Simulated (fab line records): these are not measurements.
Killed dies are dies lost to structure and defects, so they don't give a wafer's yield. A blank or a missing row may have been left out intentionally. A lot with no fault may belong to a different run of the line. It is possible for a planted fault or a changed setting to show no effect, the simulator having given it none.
One fault through the eyes of 2 desks / flow berkeley-cmos170 / every desk sees just its own numbers, and what lay behind them comes last

THE TOOL OWNER'S DESK: implanter-03
UCB170_NVT_IMPLANT_07, tool's own readings: per-lot mean of the sampled wafers with a number, covering each lot this tool ran. Marked OUT: a lot whose mean sits more than 4 standard deviations from the usual mean, which makes it out of limits; the brackets give that distance.
Columns: A = beam-energy-keV at UCB170_NVT_IMPLANT_07, usual 50.001; B = beam-on-s at UCB170_NVT_IMPLANT_07, usual 10.00 s; C = dose-ions-cm2 at UCB170_NVT_IMPLANT_07, usual 3.0004e+12
lot=L398; first seen here=day 5 13:46; A=49.983; B=9.94; C=2.9998e+12
lot=L399; first seen here=day 6 04:15; A=50.003; B=10.01; C=3.0029e+12
lot=L405; first seen here=day 7 08:03; A=50.022; B=9.76; C=2.7936e+12 (-71) OUT
lot=L407; first seen here=day 7 13:16; A=50.015; B=9.73; C=2.7955e+12 (-71) OUT
Finding of this desk: L405, L407 out of limits; the first was L405 at day 7 08:03, on dose-ions-cm2 at UCB170_NVT_IMPLANT_07. L398, L399: within limits.

FROM THE METROLOGY DESK
What the gauges read, lot by lot, whatever tool the lot ran on: means of the sampled wafers that have a number. Marked OUT: a lot whose mean sits more than 4 standard deviations from the usual mean, which makes it out of limits; the brackets give that distance.
Columns: A = NVT_TW at UCB170_NVT_TW_MEAS_09, usual 518
lot=L397; first seen here=day 5 13:04; A=519
lot=L396; first seen here=day 5 13:25; A=515
lot=L398; first seen here=day 5 13:59; A=529
lot=L399; first seen here=day 6 04:30; A=518
lot=L400; first seen here=day 6 04:47; A=516
lot=L405; first seen here=day 7 08:17; A=504
lot=L407; first seen here=day 7 13:31; A=504
lot=L410; first seen here=day 8 07:16; A=524
lot=L412; first seen here=day 8 07:25; A=515
lot=L415; first seen here=day 9 00:59; A=516
lot=L419; first seen here=day 9 21:55; A=517
Result from this desk: across the 11 lots, nothing is out of limits.

ALL TOGETHER
The tool owner's desk had the chance to raise an alarm at day 7 08:03 on L405, L407.
The metrology desk saw nothing out of limits.
The metrology desk has L405, L407 on record, within its limits.
On implanter-03, each named lot ran UCB170_NVT_IMPLANT_07.

WHAT THE SIMULATOR PUT IN
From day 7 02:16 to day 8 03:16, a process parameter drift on implanter-03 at UCB170_NVT_IMPLANT_07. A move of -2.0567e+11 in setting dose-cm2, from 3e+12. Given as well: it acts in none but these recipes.
Lots struck among those shown: L405, L407.
Time in hours from fault onset to the first out-of-limits reading at each desk: the tool owner's desk, 6.
